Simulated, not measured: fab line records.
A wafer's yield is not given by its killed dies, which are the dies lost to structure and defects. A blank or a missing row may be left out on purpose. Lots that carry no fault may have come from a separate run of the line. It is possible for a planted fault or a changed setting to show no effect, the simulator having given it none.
Comparing a struck lot with a sound one	flow rit_cmos	25 out of 202 route steps
Sound: the wafers L304.3, L304.4, L304.6. Wafers L311.1, L311.2, L311.6 were the ones struck. Last of all comes the cause.
Order at every step that has rows: each side's tool, ch and its chambers, its first start. Under that, the readings that differ: sound wafers	struck wafers	difference of the means	sigmas: that difference in standard deviations of wafers without a fault.
alike: readings with means less than 2 such deviations apart, plus words and numbers identical on both sides. not compared: withheld readings, readings lacking a value on some wafer, bounds such as >300 that could conceal the same value, and numbers that have no deviation in the record and whose values overlap.
The two part at a step that has a row with sigmas, a row that says differs or no value, or rows on one side only. Numbers that have no deviation but don't overlap get no sigmas and don't part them. A reading that every wafer of one side lacks parts them only if that side has two wafers or more.

first, 1 step without rows for these wafers: RIT_PRETRO_IMPLANT_08.
RIT_PRETRO_STRIP_09: strips in O2, time 180 s.
  sound on plasma_asher-02 ch 0,1, day 2 17:06; struck on plasma_asher-04 ch 0,1, day 4 06:38
  alike: drypump_motor_current_A
  not compared: rf_hours_counter_h
RIT_PRETRO_TW_MEAS_10:
  sound on film_metro-04 at day 2 17:14; struck on film_metro-03 at day 4 06:49
  alike: PRETRO_TW
then, 5 steps without rows for these wafers: RIT_GATE_WET_ETCH_00 (etches SiO2 in BOE, target depth 56 nm, time 60 s); RIT_GATE_CLEAN_01 (cleans in SC1, time 600 s); RIT_GATE_CLEAN_02 (cleans in dHF, time 30 s); RIT_GATE_CLEAN_03 (cleans in SC2, time 600 s); RIT_GATE_CLEAN_04 (cleans in dHF, time 60 s).
RIT_FOX2_THK_MEAS_91:
  sound on film_metro-03 at day 2 17:46; struck on film_metro-01 at day 4 07:19
  alike: FIELD_OXIDE_LEFT_2_THK
then, 2 steps without rows for these wafers: RIT_GATE_OXIDATION_05 (target thk 3 nm, ox time 270 s); RIT_GATE_ANNEAL_06 (time 600 s).
RIT_GATE_THK_MEAS_07:
  sound on film_metro-01 at day 2 19:24; struck on film_metro-02 at day 4 08:41
  alike: GATE_OXIDE_THK
RIT_GATE_CVD_08: deposits poly-Si from SiH4, target thk 250 nm, time 2220 s.
  sound on lpcvd-01 ch 1, day 2 19:26; struck on lpcvd-01 ch 1, day 4 12:17
RIT_GATE_THK_MEAS_09:
  sound on film_metro-01 at day 2 21:05; struck on film_metro-03 at day 4 13:54
reading	sound	struck	difference	sigmas
GATE_POLY_THK (nm)	249.2 245.5 249.7	509.8 508.3 504.4	+259.4	+99 or more
then, 6 steps without rows for these wafers: RIT_GATE_HMDS_10 (prime time 60 s); RIT_GATE_COAT_11 (resist thk 850 nm); RIT_GATE_SOFTBAKE_12 (time 60 s); RIT_GATE_EXPOSE_13 (exposes mask M6, target cd 150 nm); RIT_GATE_PEB_14; RIT_GATE_DEVELOP_15 (develop time 50 s).
RIT_GATE_CD_MEAS_16: target cd 150 nm.
  sound on cd_sem-02 at day 2 22:00; struck on cd_sem-02 at day 4 15:19
  alike: cd_nm
RIT_GATE_OVL_MEAS_17:
  sound on overlay-02 at day 2 22:06; struck on overlay-02 at day 4 15:26
  alike: GATE_OVL
then, 1 step without rows for these wafers: RIT_GATE_HARDBAKE_18 (time 60 s).
RIT_GATE_ETCH_19: etches poly-Si in SF6/CHF3/O2, stops on SiO2, time 165 s, target depth 312.5 nm.
  sound on rie_si-02 ch 0,2, day 2 22:16; struck on rie_si-01 ch 0,1, day 4 15:40
reading	sound	struck	difference	sigmas
oes_product_au (a.u.)	0.855 0.832 0.852	0.988 0.955 0.954	+0.119	+9
model.GATE.feature_depth_nm (nm)	249.4 245.6 249.8	311 306.8 308.8	+61	
model.etch.depth_nm (nm)	249.4 245.6 249.8	311 306.8 308.8	+61	
  alike: SF6_flow_sccm, drypump_motor_current_A, throttle_valve_pct
  not compared: rf_hours_counter_h
RIT_GATE_STRIP_20: strips in O2, time 180 s.
  sound on plasma_asher-01 ch 0,1, day 2 22:26; struck on plasma_asher-04 ch 0,1, day 4 17:50
  alike: drypump_motor_current_A
  not compared: rf_hours_counter_h

== WHERE THEY PART ==
First at RIT_GATE_THK_MEAS_09; last, within this record, at RIT_GATE_ETCH_19. Later steps at which nothing parts them and some readings are alike: RIT_GATE_STRIP_20.

WHY: what had been put in by the simulator
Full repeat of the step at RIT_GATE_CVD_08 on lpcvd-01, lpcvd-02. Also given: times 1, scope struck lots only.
